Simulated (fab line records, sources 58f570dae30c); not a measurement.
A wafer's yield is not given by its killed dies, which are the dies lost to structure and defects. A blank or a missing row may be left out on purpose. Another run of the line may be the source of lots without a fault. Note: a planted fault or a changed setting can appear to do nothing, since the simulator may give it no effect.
A struck lot beside a sound one	flow berkeley cmos170	15 out of 331 route steps
Sound: wafers L223.1, L223.4, L223.6. Wafers L212.2, L212.3, L212.4 were the ones struck. Last of all comes the cause.
For every step that has rows: the tool of each side, followed by ch and its chambers, followed by its first start. Under that, the readings that differ: sound wafers	struck wafers	difference of the means	sigmas: that difference in standard deviations of wafers without a fault.
alike: a reading whose means differ by less than 2 such deviations, as well as words and numbers matching on both sides. not compared: withheld readings; readings where some wafer has no value; bounds like >300 that might hide an equal value; numbers whose values overlap and for which the record gives no deviation.
The two part at a step that has a row with sigmas, a row that says differs or no value, or rows on one side only. Numbers that have no deviation but don't overlap get no sigmas and don't part them. A reading that every wafer of one side lacks parts them only if that side has two wafers or more.

UCB170_NWELL_THK_MEAS_05:
  sound on film metro-01, day 6 03:47; struck on film metro-02, day 4 02:00
  alike: NWELL_NITRIDE_THK
then, 6 steps without rows for these wafers: UCB170_NWELL_HMDS_06 (prime time 60 s); UCB170_NWELL_COAT_07 (resist thk 900 nm); UCB170_NWELL_SOFTBAKE_08 (time 60 s); UCB170_NWELL_EXPOSE_09 (exposes mask NWELL, target cd 3000 nm); UCB170_NWELL_PEB_10; UCB170_NWELL_DEVELOP_11 (develop time 45 s).
UCB170_NWELL_OVL_MEAS_12:
  sound on overlay-01, day 6 05:04; struck on overlay-01, day 4 03:12
  alike: NWELL_OVL
UCB170_NWELL_ETCH_13: etches Si3N4 in CH3F/Ar/O2, stops on SiO2, target depth 246.4 nm, time 154 s.
  sound on rie diel-03 ch 2,3, day 6 05:05; struck on rie diel-02 ch 1,2,3, day 4 03:14
  alike: O2_flow_sccm, drypump motor current A, oes product au, throttle valve pct
  not compared: rf hours counter h
following that, these wafers have no rows for 1 step: UCB170_NWELL_IMPLANT_14.
UCB170_NWELL_STRIP_15: strips in O2.
  sound on plasma asher-02 ch 0, day 6 05:21; struck on plasma asher-02 ch 0,1, day 4 03:29
reading	sound	struck	difference	sigmas
strip time to endpoint s (s)	18.16 18.12 18.10	17.92 17.93 17.72	-0.27	-3
  alike: drypump motor current A, oes product au
  not compared: rf hours counter h
UCB170_NWELL_TW_MEAS_16:
  sound on film metro-03, day 6 05:27; struck on film metro-01, day 4 03:35
  alike: NWELL_TW
UCB170_NWELL_CLEAN_17: cleans in SPM, time 600 s.
  sound on wet bench-02 ch 3, day 6 06:38; struck on wet bench-03 ch 1, day 4 03:38
  no value came back on the struck wafers for bath guard temp C (C), bath heat duty pct (%); on the sound wafers bath guard temp C (C) reads 120.28 119.87 120.20
then, 1 step without rows for these wafers: UCB170_NWELL_WET_ETCH_18 (etches Si3N4 in H3PO4, time 14400 s).
UCB170_M3_PROBE_99:
  rows exist in the record for the sound wafers here (prober-02, day 11 12:40), none for the struck ones

== WHERE THEY PART ==
First at UCB170_NWELL_STRIP_15; last, within this record, at UCB170_M3_PROBE_99.

WHY: the cause the simulator had injected
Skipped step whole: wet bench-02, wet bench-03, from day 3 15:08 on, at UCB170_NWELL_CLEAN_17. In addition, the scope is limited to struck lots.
